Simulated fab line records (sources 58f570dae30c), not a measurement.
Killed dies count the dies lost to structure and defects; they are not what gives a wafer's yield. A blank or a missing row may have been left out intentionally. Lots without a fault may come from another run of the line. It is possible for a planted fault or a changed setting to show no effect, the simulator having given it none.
fab line records    flow berkeley_cmos170
[record] lots = 14  wafers = 42  last_day = 12
route steps=331 shown M2@291 V2@306 M3@310
lots with no fault: from the same line, run without faults
start_h: start of the lot's first displayed wafer, in hours after the record's first day    wait_h: hours since the lot's step before    " same as the row above    L1.1+2: a row that stands for several wafers    - no value, or no start was given    * or withheld: withheld    < > ~ a bound
route shown NAME@n: NAME is a module with steps in the file, n the number in the route of the first one    usual: mean/standard deviation taken from wafers without a fault    same: alike in all rows    chamber/n: place in a boat    sites: each site's reading    _std_site: their standard deviation    _edge_site: mean of outer sites minus mean of inner sites    radius_mm: for every site, how far away it sits from the centre of the wafer    mask NAME#n: copy n    behind: the tool/chamber that last shaped the wafer    hold: reason for holding the lot/hours on hold/outcome of the hold    device: whichever transistor did not switch (one of n, p or np)    end of line: tests of these same wafers at the route's end    step lacking rows: just its recipe    killed: at the first sort, the dies lost to defects and structure; wafer yield is something else    map: dies across one wafer; x = killed, . = not, _ = none there
set.NAME: setting as actually run; set.NAME@STEP: the setting as run at that earlier step    model.NAME: the simulator's own value behind a step, which no gauge read
one table for each step of the route and one row for each wafer, over a sample of lots
services: a tool's chamber out of use, with start hour (start_h, from the record's first day; less than 0 if before it), hours out, and reason
[[steps]]
[step UCB170_M2_CD_MEAS_90]
[recipe] target_cd_nm = 700
[usual] cd_nm = 702/3.8
lot.wafer  tool       chamber  start_h  wait_h  cd_nm
L777.2     cd_sem-01  -        171.72   0.1     700
L777.5     "          -        "        "       703
L777.6     "          -        "        "       701
L774.3     cd_sem-01  -        172.07   0.1     705
L774.4     "          -        "        "       704
L774.6     "          -        "        "       705
L776.2     cd_sem-01  -        172.35   0.1     710
L776.4     "          -        "        "       707
L776.6     "          -        "        "       695
L775.3     cd_sem-01  -        174.35   0.1     699
L775.5     "          -        "        "       699
L775.6     "          -        "        "       695
L779.3     cd_sem-01  -        179.70   0.1     706
L779.4     "          -        "        "       705
L779.5     "          -        "        "       705
L783.2     cd_sem-02  -        203.91   0.1     706
L783.3     "          -        "        "       705
L783.5     "          -        "        "       706
L784.1     cd_sem-01  -        216.90   0.1     703
L784.3     "          -        "        "       704
L784.6     "          -        "        "       702
L787.1     cd_sem-01  -        229.94   0.1     704
L787.3     "          -        "        "       704
L787.6     "          -        "        "       696
L788.2     cd_sem-01  -        245.56   0.1     700
L788.5     "          -        "        "       702
L788.6     "          -        "        "       698
L790.1     cd_sem-02  -        250.43   0.1     699
L790.2     "          -        "        "       696
L790.6     "          -        "        "       697
L795.2     cd_sem-02  -        268.90   0.1     700
L795.4     "          -        "        "       703
L795.5     "          -        "        "       704
L793.3     cd_sem-01  -        269.15   0.1     699
L793.5     "          -        "        "       701
L793.6     "          -        "        "       700
L794.1     cd_sem-02  -        269.32   0.1     701
L794.3     "          -        "        "       703
L794.4     "          -        "        "       704
L796.1     cd_sem-02  -        276.30   0.1     710
L796.2     "          -        "        "       704
L796.4     "          -        "        "       710
[step UCB170_V2_ETCH_14]
[recipe] chemistry = CHF3/CF4/Ar  target = SiO2  stop_on = Al  CHF3_flow_sccm = 45  cf4_flow_sccm = 15  Ar_flow_sccm = 150  pressure_mtorr = 200  rf_w = 700  target_depth_a = 12500  over_etch_frac = 0.25  time_s = 291
[usual] drypump_motor_current_A = 5.4/0.44  oes_product_au = 0.867/0.012  throttle_valve_pct = 6.99/0.095
lot.wafer  tool         chamber  start_h  wait_h  drypump_motor_current_A  oes_product_au  rf_hours_counter_h  throttle_valve_pct
L777.2     rie_diel-01  2        173.71   0.0     4.7                      0.870           20                  6.91
L777.5     "            0        "        "       5.4                      0.888           -                   7.13
L777.6     "            3        "        "       4.9                      0.878           -                   6.83
L774.3     rie_diel-04  0        174.26   0.0     6.3                      0.862           57                  6.97
L774.4     "            2        "        "       5.7                      0.867           110                 6.88
L774.6     "            0        "        "       6.3                      0.865           -                   6.96
L776.2     rie_diel-02  2        174.59   0.0     6.0                      0.869           19                  6.91
L776.4     "            2        "        "       6.1                      0.866           -                   6.90
L776.6     "            1        "        "       5.6                      0.868           -                   7.05
L775.3     rie_diel-02  2        176.57   0.0     6.0                      0.878           19                  6.89
L775.5     "            0        "        "       5.1                      0.851           -                   7.08
L775.6     "            2        "        "       6.0                      0.864           -                   6.90
L779.3     rie_diel-01  2        181.84   0.0     4.7                      0.856           20                  6.91
L779.4     "            0        "        "       5.4                      0.890           14                  7.12
L779.5     "            0        "        "       5.4                      0.882           -                   7.13
L783.2     rie_diel-04  3        206.19   0.0     5.3                      0.861           104                 7.12
L783.3     "            1        "        "       5.9                      0.839           126                 7.04
L783.5     "            2        "        "       5.7                      0.867           -                   6.90
L784.1     rie_diel-02  2        219.71   0.0     6.0                      0.864           21                  6.91
L784.3     "            3        "        "       5.3                      0.871           1                   6.89
L784.6     "            0        "        "       5.2                      0.855           -                   7.11
L787.1     rie_diel-02  1        231.94   0.0     5.6                      0.873           24                  7.05
L787.3     "            0        "        "       5.2                      0.852           83                  7.10
L787.6     "            1        "        "       5.6                      0.878           -                   7.05
L788.2     rie_diel-04  2        249.20   0.0     5.7                      0.867           114                 6.90
L788.5     "            2        "        "       5.7                      0.874           -                   6.90
L788.6     "            1        "        "       5.9                      0.846           -                   7.03
L790.1     rie_diel-02  1        252.97   0.0     5.6                      0.878           26                  7.05
L790.2     "            2        "        "       6.0                      0.862           23                  6.90
L790.6     "            1        "        "       5.6                      0.876           -                   7.06
L795.2     rie_diel-02  0        271.39   0.0     5.2                      0.851           86                  7.10
L795.4     "            0        "        "       5.2                      0.855           -                   7.10
L795.5     "            3        "        "       5.3                      0.877           -                   6.89
L793.3     rie_diel-04  1        271.51   0.0     5.9                      0.846           129                 7.02
L793.5     "            0        "        "       6.3                      0.863           -                   6.95
L793.6     "            2        "        "       5.7                      0.866           -                   6.89
L794.1     rie_diel-01  0        271.72   0.0     5.4                      0.883           18                  7.10
L794.3     "            2        "        "       4.7                      0.860           25                  6.91
L794.4     "            1        "        "       5.2                      0.885           25                  7.06
L796.1     rie_diel-01  0        279.11   0.0     5.4                      0.886           18                  7.12
L796.2     "            1        "        "       5.3                      0.876           25                  7.06
L796.4     "            2        "        "       4.7                      0.865           25                  6.93
[step UCB170_M3_SPUTTER_01]
[recipe] material = Al  target_thk_nm = 900  time_s = 120  power_w = 6000  chamber_pressure_pa = 0.5
[usual] throttle_valve_pct = 30.5/1.1
lot.wafer  tool            chamber  start_h  wait_h  throttle_valve_pct
L777.2     pvd_sputter-03  -        174.17   0.0     30.7
L777.5     "               -        "        "       28.8
L777.6     "               -        "        "       30.3
L774.3     pvd_sputter-01  -        174.72   0.0     30.4
L774.4     "               -        "        "       30.2
L774.6     "               -        "        "       30.3
L776.2     pvd_sputter-03  -        175.05   0.0     30.1
L776.4     "               -        "        "       28.8
L776.6     "               -        "        "       30.4
L775.3     pvd_sputter-03  -        177.04   0.0     31.0
L775.5     "               -        "        "       28.6
L775.6     "               -        "        "       30.4
L779.3     pvd_sputter-03  -        182.30   0.0     30.5
L779.4     "               -        "        "       28.8
L779.5     "               -        "        "       30.3
L783.2     pvd_sputter-03  -        206.65   0.0     28.5
L783.3     "               -        "        "       31.0
L783.5     "               -        "        "       30.5
L784.1     pvd_sputter-03  -        220.18   0.0     30.4
L784.3     "               -        "        "       31.0
L784.6     "               -        "        "       30.2
L787.1     pvd_sputter-01  -        232.40   0.0     32.1
L787.3     "               -        "        "       30.0
L787.6     "               -        "        "       32.3
L788.2     pvd_sputter-01  -        249.66   0.0     32.5
L788.5     "               -        "        "       30.3
L788.6     "               -        "        "       32.4
L790.1     pvd_sputter-02  -        253.43   0.0     29.3
L790.2     "               -        "        "       29.8
L790.6     "               -        "        "       29.6
L795.2     pvd_sputter-01  -        271.86   0.0     29.9
L795.4     "               -        "        "       30.2
L795.5     "               -        "        "       32.6
L793.3     pvd_sputter-02  -        271.97   0.0     30.5
L793.5     "               -        "        "       29.5
L793.6     "               -        "        "       32.5
L794.1     pvd_sputter-01  -        272.18   0.0     30.4
L794.3     "               -        "        "       30.5
L794.4     "               -        "        "       32.0
L796.1     pvd_sputter-02  -        279.58   0.0     32.9
L796.2     "               -        "        "       29.4
L796.4     "               -        "        "       30.6
[step UCB170_M3_RS_MEAS_02]
[recipe] thk_meas_gauge = four-point-probe  reads = Al_of_M3_SPUTTER_01
[usual] M3_AL_RS = 0.0323/0.00035
lot.wafer  tool           chamber  start_h  wait_h  M3_AL_RS[ohm/sq]
L777.2     film_metro-04  -        174.27   0.1     0.0324
L777.5     "              -        "        "       0.0328
L777.6     "              -        "        "       0.0320
L774.3     film_metro-02  -        174.84   0.1     0.0326
L774.4     "              -        "        "       0.0333
L774.6     "              -        "        "       0.0330
L776.2     film_metro-01  -        175.15   0.1     0.0318
L776.4     "              -        "        "       0.0321
L776.6     "              -        "        "       0.0318
L775.3     film_metro-02  -        177.16   0.1     0.0322
L775.5     "              -        "        "       0.0325
L775.6     "              -        "        "       0.0321
L779.3     film_metro-02  -        182.42   0.1     0.0320
L779.4     "              -        "        "       0.0325
L779.5     "              -        "        "       0.0320
L783.2     film_metro-04  -        206.76   0.1     0.0326
L783.3     "              -        "        "       0.0209
L783.5     "              -        "        "       0.0320
L784.1     film_metro-02  -        220.26   0.0     0.0318
L784.3     "              -        "        "       0.0209
L784.6     "              -        "        "       0.0319
L787.1     film_metro-04  -        232.55   0.1     0.0320
L787.3     "              -        "        "       0.0321
L787.6     "              -        "        "       0.0319
L788.2     film_metro-04  -        249.77   0.1     0.0323
L788.5     "              -        "        "       0.0324
L788.6     "              -        "        "       0.0324
L790.1     film_metro-01  -        253.51   0.0     0.0324
L790.2     "              -        "        "       0.0320
L790.6     "              -        "        "       0.0322
L795.2     film_metro-02  -        271.96   0.1     0.0324
L795.4     "              -        "        "       0.0324
L795.5     "              -        "        "       0.0321
L793.3     film_metro-01  -        272.10   0.1     0.0318
L793.5     "              -        "        "       0.0318
L793.6     "              -        "        "       0.0323
L794.1     film_metro-02  -        272.27   0.0     0.0325
L794.3     "              -        "        "       0.0324
L794.4     "              -        "        "       0.0326
L796.1     film_metro-01  -        279.66   0.0     0.0322
L796.2     "              -        "        "       0.0317
L796.4     "              -        "        "       0.0323
[step UCB170_M3_THK_MEAS_03]
[recipe] thk_meas_gauge = xrf  reads = Al_of_M3_SPUTTER_01
[usual] M3_AL_THK = 899/11
lot.wafer  tool           chamber  start_h  wait_h  M3_AL_THK[nm]
L777.2     film_metro-04  -        174.38   0.1     900
L777.5     "              -        "        "       876
L777.6     "              -        "        "       909
L774.3     film_metro-02  -        174.94   0.1     884
L774.4     "              -        "        "       868
L774.6     "              -        "        "       879
L776.2     film_metro-01  -        175.26   0.1     914
L776.4     "              -        "        "       912
L776.6     "              -        "        "       916
L775.3     film_metro-02  -        177.26   0.1     897
L775.5     "              -        "        "       886
L775.6     "              -        "        "       896
L779.3     film_metro-02  -        182.52   0.1     904
L779.4     "              -        "        "       887
L779.5     "              -        "        "       900
L783.2     film_metro-04  -        206.87   0.1     892
L783.3     "              -        "        "       1373
L783.5     "              -        "        "       909
L784.1     film_metro-02  -        220.38   0.1     907
L784.3     "              -        "        "       1382
L784.6     "              -        "        "       912
L787.1     film_metro-04  -        232.67   0.1     903
L787.3     "              -        "        "       900
L787.6     "              -        "        "       907
L788.2     film_metro-04  -        249.88   0.1     900
L788.5     "              -        "        "       894
L788.6     "              -        "        "       890
L790.1     film_metro-01  -        253.63   0.1     903
L790.2     "              -        "        "       905
L790.6     "              -        "        "       906
L795.2     film_metro-02  -        272.07   0.1     893
L795.4     "              -        "        "       900
L795.5     "              -        "        "       906
L793.3     film_metro-01  -        272.20   0.1     918
L793.5     "              -        "        "       917
L793.6     "              -        "        "       904
L794.1     film_metro-02  -        272.39   0.1     890
L794.3     "              -        "        "       895
L794.4     "              -        "        "       885
L796.1     film_metro-01  -        279.78   0.1     908
L796.2     "              -        "        "       916
L796.4     "              -        "        "       911
[step UCB170_M3_STRIP_07]
[recipe] chemistry = O2  power_w = 400  pressure_mtorr = 3500  platen_temp_c = withheld  o2_flow_sccm = 400  overash_fraction = 0.5
[usual] drypump_motor_current_A = 5.4/0.48  oes_product_au = 0.735/0.0041  strip_time_to_endpoint_s = 21.96/0.077
lot.wafer  tool             chamber  start_h  wait_h  drypump_motor_current_A  oes_product_au  rf_hours_counter_h  strip_time_to_endpoint_s
L777.2     plasma_asher-02  0        174.88   0.1     5.4                      0.736           47                  21.93
L777.5     "                1        "        "       4.7                      0.732           -                   21.98
L777.6     "                0        "        "       5.4                      0.738           -                   21.91
L774.3     plasma_asher-02  0        175.57   0.1     5.4                      0.740           -                   21.90
L774.4     "                1        "        "       4.8                      0.737           -                   21.86
L774.6     "                1        "        "       4.8                      0.734           -                   21.84
L776.2     plasma_asher-03  1        175.99   0.1     5.7                      0.734           7                   21.89
L776.4     "                1        "        "       5.7                      0.731           -                   21.91
L776.6     "                1        "        "       5.7                      0.733           -                   21.94
L775.3     plasma_asher-03  1        178.04   0.1     5.7                      0.729           -                   21.82
L775.5     "                1        "        "       5.8                      0.732           -                   21.82
L775.6     "                0        "        "       5.6                      0.738           -                   21.87
L779.3     plasma_asher-04  0        183.07   0.1     6.2                      0.733           -                   22.02
L779.4     "                1        "        "       4.9                      0.740           -                   21.97
L779.5     "                0        "        "       6.2                      0.726           -                   21.94
L783.2     plasma_asher-04  1        207.41   0.1     5.0                      0.732           47                  21.94
L783.3     "                1        "        "       4.9                      0.741           -                   22.09
L783.5     "                0        "        "       6.2                      0.735           -                   21.93
L784.1     plasma_asher-04  0        221.45   0.1     6.2                      0.739           48                  22.03
L784.3     "                1        "        "       4.9                      0.733           -                   22.01
L784.6     "                1        "        "       4.9                      0.726           -                   22.03
L787.1     plasma_asher-03  1        233.18   0.1     5.7                      0.738           13                  22.07
L787.3     "                0        "        "       5.6                      0.736           -                   22.04
L787.6     "                0        "        "       5.6                      0.733           -                   22.04
L788.2     plasma_asher-02  1        250.38   0.1     4.8                      0.736           55                  21.99
L788.5     "                0        "        "       5.4                      0.733           -                   21.95
L788.6     "                1        "        "       4.8                      0.735           -                   21.99
L790.1     plasma_asher-02  0        254.23   0.1     5.4                      0.737           56                  21.96
L790.2     "                1        "        "       4.8                      0.737           56                  21.91
L790.6     "                1        "        "       4.8                      0.742           -                   21.87
L795.2     plasma_asher-02  1        272.70   0.1     4.8                      0.738           58                  21.81
L795.4     "                1        "        "       4.8                      0.729           -                   21.84
L795.5     "                1        "        "       4.8                      0.733           -                   21.91
L793.3     plasma_asher-03  0        272.79   0.1     5.6                      0.732           -                   22.03
L793.5     "                1        "        "       5.7                      0.733           -                   21.91
L793.6     "                0        "        "       5.6                      0.737           -                   21.89
L794.1     plasma_asher-04  0        273.13   0.1     6.2                      0.735           54                  21.98
L794.3     "                1        "        "       4.9                      0.736           -                   21.86
L794.4     "                0        "        "       6.2                      0.734           -                   21.92
L796.1     plasma_asher-03  1        280.46   0.1     5.8                      0.739           19                  22.00
L796.2     "                0        "        "       5.5                      0.735           19                  21.95
L796.4     "                0        "        "       5.6                      0.736           -                   22.06
[step UCB170_M3_METAL_ETCH_18]
[recipe] chemistry = Cl2/BCl3  target = Al  stop_on = SiO2  pressure_mtorr = 12  target_depth_a = 11700  over_etch_frac = 0.3  time_s = 195  icp_w = 600  bias_w = 120  Cl2_flow_sccm = 90  bcl3_flow_sccm = 45
[usual] bias_w = 120.0/0.33  drypump_motor_current_A = 5.8/0.62  oes_product_au = 0.854/0.014  throttle_valve_pct = 24.35/0.23
lot.wafer  tool          chamber  start_h  wait_h  bias_w  drypump_motor_current_A  oes_product_au  rf_hours_counter_h  throttle_valve_pct
L777.2     rie_metal-03  0        176.44   -       120.2   5.5                      0.835           6.0                 24.27
L777.5     "             1        "        "       119.8   6.0                      0.851           -                   24.51
L777.6     "             0        "        "       120.3   5.5                      0.851           -                   24.30
L774.3     rie_metal-04  0        177.22   -       120.0   6.2                      0.871           -                   24.25
L774.4     "             1        "        "       120.5   4.9                      0.838           -                   24.47
L774.6     "             1        "        "       120.1   4.9                      0.830           -                   24.47
L776.2     rie_metal-01  0        177.44   -       120.5   5.1                      0.864           1.9                 23.97
L776.4     "             0        "        "       120.0   5.1                      0.858           -                   23.99
L776.6     "             0        "        "       119.8   5.1                      0.868           -                   23.99
L775.3     rie_metal-03  0        179.56   -       120.2   5.5                      0.833           -                   24.29
L775.5     "             0        "        "       120.2   5.6                      0.835           -                   24.29
L775.6     "             1        "        "       119.8   6.0                      0.863           -                   24.51
L779.3     rie_metal-03  1        184.85   -       120.1   6.0                      0.868           -                   24.50
L779.4     "             0        "        "       120.4   5.5                      0.838           -                   24.29
L779.5     "             1        "        "       120.1   6.0                      0.862           -                   24.49
L783.2     rie_metal-04  1        209.62   -       120.6   4.9                      0.834           3.3                 24.45
L783.3     "             0        "        "       120.3   6.2                      1.030           -                   24.19
L783.5     "             1        "        "       120.5   4.9                      0.843           -                   24.47
L784.1     rie_metal-03  0        222.89   -       120.1   5.6                      0.846           7.3                 24.28
L784.3     "             1        "        "       120.0   6.0                      1.007           -                   24.43
L784.6     "             0        "        "       120.0   5.6                      0.845           -                   24.27
L787.1     rie_metal-01  0        234.56   -       120.0   5.1                      0.865           3.5                 23.98
L787.3     "             1        "        "       120.4   6.7                      0.857           -                   24.66
L787.6     "             1        "        "       120.0   6.7                      0.860           -                   24.65
L788.2     rie_metal-03  0        251.82   -       120.3   5.5                      0.836           7.8                 24.27
L788.5     "             0        "        "       119.8   5.5                      0.839           -                   24.27
L788.6     "             1        "        "       119.6   6.0                      0.857           -                   24.51
L790.1     rie_metal-01  0        256.86   -       121.1   5.1                      0.857           4.1                 23.98
L790.2     "             1        "        "       119.8   6.7                      0.861           11.7                24.65
L790.6     "             0        "        "       120.1   5.1                      0.859           -                   24.00
L795.2     rie_metal-03  1        274.51   -       119.9   6.0                      0.860           5.6                 24.49
L795.4     "             0        "        "       119.3   5.5                      0.839           -                   24.27
L795.5     "             1        "        "       119.9   6.0                      0.861           -                   24.50
L793.3     rie_metal-01  0        274.63   -       120.0   5.1                      0.863           -                   23.99
L793.5     "             0        "        "       120.5   5.1                      0.864           -                   23.98
L793.6     "             1        "        "       120.4   6.7                      0.848           -                   24.65
L794.1     rie_metal-04  1        275.29   -       120.7   4.9                      0.841           5.1                 24.44
L794.3     "             1        "        "       119.8   4.9                      0.841           -                   24.46
L794.4     "             0        "        "       120.2   6.2                      0.871           -                   24.25
L796.1     rie_metal-01  0        281.91   -       120.0   5.1                      0.855           5.1                 23.99
L796.2     "             1        "        "       119.8   6.7                      0.869           12.7                24.65
L796.4     "             0        "        "       119.8   5.1                      0.864           -                   23.98
[[services]]
tool             chamber  start_h  hours  kind
rie_diel-04      1        154.22   3.6    repair
rie_diel-01      -        170.48   0.4    repair
rie_diel-02      3        170.53   3.1    repair
plasma_asher-04  -        171.55   7.5    repair
pvd_sputter-02   -        171.89   7.3    repair
rie_diel-02      3        173.66   -      clean
rie_diel-02      3        173.66   17.2   scheduled_down
rie_diel-02      3        173.66   17.2   vent_cycle
plasma_asher-04  -        174.15   1.8    repair
rie_metal-04     -        184.61   1.4    pm
rie_metal-04     -        212.78   0.8    repair
rie_diel-02      -        216.74   2.8    pm
pvd_sputter-03   -        230.79   5.1    repair
rie_diel-02      3        233.47   3.3    repair
rie_diel-04      3        257.20   17.5   repair
rie_diel-02      1        269.23   12.6   repair
pvd_sputter-03   -        269.87   3.7    repair
plasma_asher-03  -        270.68   1.8    repair
plasma_asher-04  -        278.14   5.1    repair
[[key]]
[first_sign] step = UCB170_M3_RS_MEAS_02  reading = M3_AL_RS  direction = down  sigmas = 33  usual = 0.0323  struck = 0.0209
[effect] step = UCB170_M3_THK_MEAS_03  reading = M3_AL_THK  direction = up  sigmas = 44  usual = 899  struck = 1378
[effect] step = UCB170_M3_METAL_ETCH_18  reading = oes_product_au  direction = up  sigmas = 12  usual = 0.854  struck = 1.018
met_at UCB170_M3_SPUTTER_01
struck_lots L783,L784
struck_wafers L783.3,L784.3
later_rows_left_out L783.3,L784.3
sort_left_out L783.3,L784.3
not_acting_at UCB170_M2_CD_MEAS_90,UCB170_V2_ETCH_14,UCB170_M3_STRIP_07
onset_between 177.04 206.65
[fault] kind = process_parameter_drift  tool = pvd_sputter-03  chamber = -  onset_h = 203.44  steps = UCB170_M3_SPUTTER_01  channel = target_thk_nm  offset = 467.77  shape = step  end_h = 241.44  acts_in = these_recipes_only  stated = 900  scope = struck_wafers_only
// sort_left_out: the simulated sort isn't trusted on such a fault, so these wafers' sort isn't shown, and their yield isn't known
// later_rows_left_out: the simulator's readings of these wafers behind a module that went badly wrong aren't trusted and aren't shown, but for the sort
